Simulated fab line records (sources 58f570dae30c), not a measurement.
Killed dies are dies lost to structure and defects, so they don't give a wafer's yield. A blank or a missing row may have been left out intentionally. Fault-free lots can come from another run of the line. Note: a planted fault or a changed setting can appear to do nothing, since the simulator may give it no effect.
Code-filled problem report in 8D (eight disciplines) form :: flow berkeley-cmos170 :: the parts of the form that need people (team, actions taken, sign-off) are left out

1. WHAT WENT WRONG
chamber-pressure-mTorr at UCB170_M2_METAL_ETCH_18 reads a mean of 9.599 mTorr on 5 wafers of 2 lots; wafers without a fault read 12.001 mTorr with a standard deviation of 0.011. That is -99 or more standard deviations from the usual mean.
The step: etches Al in Cl2/BCl3, stops on SiO2, target depth 1170 nm, time 195 s.
Seen first at day 8 18:36 on rie-metal-01, wafer L207.1. The record has a number at this step for 18 wafers belonging to 6 lots. The rule behind "out" and "out of limits": a value lying over 4 standard deviations away from the usual mean. All remaining wafers that have a number are taken as sound.

2. WHAT THIS IS AND IS NOT
question: which readings at this step
is: chamber-pressure-mTorr
is not: drypump-motor-current-A, oes-product-au, throttle-valve-pct

question: which lots
is: L207, L209
is not: L201, L219, L222, L224

question: which wafers of those lots
is: L207.1, L207.4, L209.2, L209.3, L209.6
is not: L207.3

question: read on which tools
is: rie-metal-01
is not: rie-metal-02, rie-metal-03

question: when
is: from day 8 18:36
is not: up to then (4 sound wafers); but 9 sound wafers of L219, L222, L224 came after

3. THE SUSPECTS, EACH WITH WHAT RULES IT OUT
Counting: any tool at a process step up to the reading remains a suspect provided it ran every lot that is out. Sound lots after the first of them don't rule it out here, since some wafers of a struck lot are sound.
- rie-metal-01 at UCB170_M2_METAL_ETCH_18 (etches Al in Cl2/BCl3, stops on SiO2, target depth 1170 nm, time 195 s): kept. Ran every lot that is out, first one L207 (day 8 18:36); last sound lot up to then L201 (day 7 21:04). Its own chamber-pressure-mTorr readings are out on those wafers.
- Within rie-metal-01 at UCB170_M2_METAL_ETCH_18, the wafers that are out were processed in chamber 0 and their sound lot-mates in chamber 1.
Remaining after the count: rie-metal-01 at UCB170_M2_METAL_ETCH_18.

4. THE CAUSE (what the simulator had put in)
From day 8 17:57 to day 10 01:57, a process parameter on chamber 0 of rie-metal-01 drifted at UCB170_M2_METAL_ETCH_18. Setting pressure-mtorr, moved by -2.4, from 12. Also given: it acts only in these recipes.
After counting, this tool was the only one left.

5. THE CHAIN OF EFFECTS, in route order
Rows list readings where the struck wafers' mean (over those with a number) sits beyond 3 standard deviations from the usual. Scope: only readings with a usual standard deviation given in the record; hours: median across lots of the time from each lot's start at the first step in this table that gives one to its start at this step; sigmas: change in usual standard deviations.
hours: 0
step: UCB170_M2_METAL_ETCH_18
reading: chamber-pressure-mTorr
usual: 12.001 mTorr
on struck wafers: 9.599
change: -2.402
sigmas: -99 or more
Here are the process steps it includes:
- UCB170_M2_METAL_ETCH_18: etches Al in Cl2/BCl3, stops on SiO2, target depth 1170 nm, time 195 s.

6. HOW IT WOULD HAVE BEEN CAUGHT EARLIER
In this record the first reading out of limits was taken at day 8 18:36, 1 hour after the fault began at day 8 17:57.
